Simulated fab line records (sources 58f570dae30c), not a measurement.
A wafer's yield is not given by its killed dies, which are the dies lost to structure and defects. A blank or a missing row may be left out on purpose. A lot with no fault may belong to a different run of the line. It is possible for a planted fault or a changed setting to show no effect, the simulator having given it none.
Which of the tools did it? + flow berkeley_cmos170 + Sampling: 7 lots, 21 wafers, 2 of 331 route steps

== WHAT EACH GAUGE READ, for each wafer ==
UCB170_CONTACT_CD_MEAS_15: target cd 700 nm.
| lot  | measured     | on        | cd_nm (nm)        |
|------|--------------|-----------|-------------------|
| L843 | day 7 10:05  | cd_sem-02 | 700.8 700.2 700.7 |
| L845 | day 7 18:27  | cd_sem-02 | 699.0 698.4 698.3 |
| L848 | day 8 04:56  | cd_sem-01 | 700.1 700.8 700.9 |
| L851 | day 9 01:48  | cd_sem-02 | 699.5 700.6 699.0 |
| L858 | day 10 08:45 | cd_sem-01 | 720.8 720.7 720.8 |
| L860 | day 10 16:44 | cd_sem-02 | 697.7 698.1 697.0 |
| L863 | day 11 16:22 | cd_sem-02 | 700.1 699.2 698.6 |

== WHICH TOOL RAN EACH LOT (tool, then ch and the chambers of the sampled wafers, then the start) ==
| lot  | UCB170_CONTACT_SOFTBAKE_11        |
|------|-----------------------------------|
| L843 | litho_track-03 ch 0, day 7 09:00  |
| L845 | litho_track-03 ch 0, day 7 17:00  |
| L848 | litho_track-03 ch 0, day 8 04:00  |
| L851 | litho_track-04 ch 0, day 9 01:00  |
| L858 | litho_track-04 ch 0, day 10 08:00 |
| L860 | litho_track-02 ch 0, day 10 16:00 |
| L863 | litho_track-03 ch 0, day 11 15:00 |
- UCB170_CONTACT_SOFTBAKE_11: time 60 s.

== THE ANSWER, worked out from the rows above alone ==
Rule: usual is defined by the lots themselves. Put in order of their means at a reading, lots are off if they are a third of the lots or fewer, leave a main group of 4 or more, and stand apart from it by a gap of 3 or more times the standard deviation of the main group's means; of several such gaps the widest counts. If all means in a main group match to the digits the tables above print for the reading, that group is not used. A lot without any number at a reading at which 4 lots or more have one is off too. The other lots that the step has rows for count as sound.
Off, at UCB170_CONTACT_CD_MEAS_15 on cd_nm: L858. Mean 699.4 nm and standard deviation 1.1 in the main group.
A tool fits if, at a process step before that reading, it ran every lot that is off, and no sound lot after the first of them. Gauges at UCB170_CONTACT_CD_MEAS_15: tried the same way as those tools. This does not decide it: 2 tools fit, namely litho_track-04 at UCB170_CONTACT_SOFTBAKE_11 and cd_sem-01 at UCB170_CONTACT_CD_MEAS_15.

== WHAT THE SIMULATOR HAD INSERTED ==
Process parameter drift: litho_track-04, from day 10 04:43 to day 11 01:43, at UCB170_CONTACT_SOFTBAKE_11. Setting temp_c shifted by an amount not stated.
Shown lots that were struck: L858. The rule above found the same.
